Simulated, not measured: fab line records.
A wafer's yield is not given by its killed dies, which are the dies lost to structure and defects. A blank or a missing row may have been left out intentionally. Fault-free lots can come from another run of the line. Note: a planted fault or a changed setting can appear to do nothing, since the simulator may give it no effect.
A lot that was struck, set against a sound lot | flow berkeley-cmos170 | 15 steps out of a route of 331
Sound: wafers L183.2, L183.3, L183.5. Struck: wafers L172.1, L172.2, L172.4. Last of all comes the cause.
Order at every step that has rows: each side's tool, ch and its chambers, its first start. Under that, the readings that differ: sound wafers | struck wafers | difference of the means | sigmas: that difference in standard deviations of wafers without a fault.
alike: readings whose means differ by less than 2 such deviations, and words and numbers that are the same on both sides. not compared: withheld readings, readings that some wafer has no value for, bounds like >300 that may hide the same value, and numbers for which the record gives no deviation and whose values overlap.
A row with sigmas, a row that says differs or no value, or rows on one side alone: a step with any of these is where the two part. When numbers do not overlap yet have no deviation, they are printed without sigmas and do not part them. Lack of a reading on every wafer of one side parts them only where that side has two or more wafers.

first, 3 steps without rows for these wafers: UCB170_V2_EXPOSE_09 (exposes mask VIA2, target cd 700 nm); UCB170_V2_PEB_10; UCB170_V2_DEVELOP_11 (develop time 45 s).
UCB170_V2_CD_MEAS_12: target cd 700 nm.
  sound: cd-sem-02 at day 12 15:25; struck: cd-sem-02 at day 10 04:04
  alike: cd-nm
UCB170_V2_OVL_MEAS_13:
  sound: overlay-01 at day 12 15:31; struck: overlay-02 at day 10 04:11
  alike: V2_OVL
UCB170_V2_ETCH_14: etches SiO2 in CHF3/CF4/Ar, stops on Al, target depth 1250 nm, time 291 s.
  sound on rie-diel-02 ch 0,2, day 12 15:32; struck on rie-diel-01 ch 0,1,2, day 10 04:14
  alike: drypump-motor-current-A, mfc-ar-sccm, oes-product-au, throttle-valve-pct
  not compared: rf-hours-counter-h
UCB170_V2_STRIP_15: strips in O2.
  sound on plasma-asher-01 ch 0,1, day 12 15:43; struck on plasma-asher-04 ch 0,1, day 10 04:25
  alike: drypump-motor-current-A, oes-product-au, strip-time-to-endpoint-s
  not compared: rf-hours-counter-h
UCB170_V2_CD_MEAS_90: target cd 700 nm.
  sound: cd-sem-01 at day 12 15:50; struck: cd-sem-01 at day 10 04:31
  alike: cd-nm
then, 1 step without rows for these wafers: UCB170_M3_PRE_CLEAN_00 (preclean etch time 60 s).
UCB170_M3_SPUTTER_01: material Al, target thk 900 nm, time 120 s.
  sound: pvd-sputter-02 at day 12 16:01; struck: pvd-sputter-03 at day 10 04:41
  alike: throttle-valve-pct
UCB170_M3_RS_MEAS_02: uses a four-point probe to measure.
  sound: film-metro-03 at day 12 16:08; struck: film-metro-03 at day 10 04:47
  alike: M3_AL_RS
UCB170_M3_THK_MEAS_03: measures by xrf.
  sound: film-metro-03 at day 12 16:14; struck: film-metro-03 at day 10 04:54
  alike: M3_AL_THK
UCB170_M3_HMDS_04: prime time 60 s.
  sound on litho-track-03 ch 0, day 12 16:19; struck on litho-track-04 ch 0, day 10 04:58
  reading          | sound                | struck               | difference | sigmas
  prime-temp-c (C) | 100.16 100.03 100.07 | 100.96 101.09 100.92 | +0.90      | +6
  alike: exhaust-pa
then, 2 steps without rows for these wafers: UCB170_M3_COAT_05 (resist thk 900 nm); UCB170_M3_PROBE_99.

## WHERE THEY PART
UCB170_M3_HMDS_04 only, going by this record.

WHY: what the simulator had put in
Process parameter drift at UCB170_M3_HMDS_04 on litho-track-04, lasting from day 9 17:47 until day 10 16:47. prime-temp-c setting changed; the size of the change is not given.
